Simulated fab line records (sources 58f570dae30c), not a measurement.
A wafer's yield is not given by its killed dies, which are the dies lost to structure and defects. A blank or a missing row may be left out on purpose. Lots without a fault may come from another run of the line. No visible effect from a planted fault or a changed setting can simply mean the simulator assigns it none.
Struck lot and sound lot, side by side ; flow berkeley_cmos170 ; 15 steps out of a route of 331
Sound: these wafers, L708.1, L708.4, L708.6. The struck wafers were L713.1, L713.2, L713.4. At the end, the cause is stated.
For every step that has rows: the tool of each side, followed by ch and its chambers, followed by its first start. Under that, the readings that differ: sound wafers ; struck wafers ; difference of the means ; sigmas: that difference in standard deviations of wafers without a fault.
alike: words and numbers the same on both sides, and readings whose means are apart by under 2 such deviations; not compared: readings that were withheld, readings missing a value for some wafer, numbers with overlapping values and no deviation given by the record, and bounds like >300 which may hide the same value.
Wherever a step has rows on one side only, a row that says differs or no value, or a row with sigmas, the two part there. Non-overlapping numbers with no deviation appear without sigmas and do not part them. Lack of a reading on every wafer of one side parts them only where that side has two or more wafers.

first, 1 step without rows for these wafers: UCB170_CONTACT_CLEAN_20 (cleans in SPM, time 600 s).
UCB170_M1_SPUTTER_00: material Al, target thk 600 nm, time 80 s.
  sound on pvd_sputter-02 at day 9 15:42; struck on pvd_sputter-02 at day 10 06:29
  alike: cathode_dc_power_W, throttle_valve_pct
UCB170_M1_RS_MEAS_01: measures by four-point-probe.
  sound on film_metro-01 at day 9 15:46; struck on film_metro-02 at day 10 06:32
  alike: M1_AL_RS
UCB170_M1_THK_MEAS_02: measures by xrf.
  sound on film_metro-01 at day 9 15:53; struck on film_metro-02 at day 10 06:40
  alike: M1_AL_THK
then, 6 steps without rows for these wafers: UCB170_M1_COAT_03; UCB170_M1_COAT_04 (resist thk 900 nm); UCB170_M1_SOFTBAKE_05 (time 60 s); UCB170_M1_EXPOSE_06 (exposes mask METAL1, target cd 700 nm); UCB170_M1_PEB_07; UCB170_M1_DEVELOP_08 (develop time 45 s).
UCB170_M1_CD_MEAS_09: the cd target is 700 nm.
  sound on cd_sem-01 at day 9 17:47; struck on cd_sem-02 at day 10 08:03
  alike: cd_nm
UCB170_M1_OVL_MEAS_10:
  sound on overlay-02 at day 9 17:55; struck on overlay-01 at day 10 08:10
  alike: M1_OVL
UCB170_M1_ETCH_11: etches BARC in N2/H2.
  sound on rie_diel-03 ch 0,3, day 9 17:57; struck on rie_diel-03 ch 0,1,3, day 10 08:12
reading;sound;struck;difference;sigmas
chamber_pressure_mTorr (mTorr);30.003 29.982 29.994;23.976 24.055 24.049;-5.966;-99 or more
  alike: drypump_motor_current_A, oes_product_au, throttle_valve_pct
UCB170_M1_METAL_ETCH_12: etches Al in Cl2/BCl3, stops on PSG, target depth 780 nm, time 130 s.
  sound on rie_metal-04 ch 1, day 9 17:59; struck on rie_metal-04 ch 0,1, day 10 08:15
  alike: chamber_pressure_mTorr, drypump_motor_current_A, mfc_cl2_sccm, oes_product_au, throttle_valve_pct
  not compared: rf_hours_counter_h
after that, 1 step had no rows for these wafers: UCB170_M3_PROBE_99.

## WHERE THEY PART
Within this record, at UCB170_M1_ETCH_11 only. Later steps at which nothing parts them and some readings are alike: UCB170_M1_METAL_ETCH_12.

WHY: what had been put in by the simulator
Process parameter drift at UCB170_M1_ETCH_11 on rie_diel-03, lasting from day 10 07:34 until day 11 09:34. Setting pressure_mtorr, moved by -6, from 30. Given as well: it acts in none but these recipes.
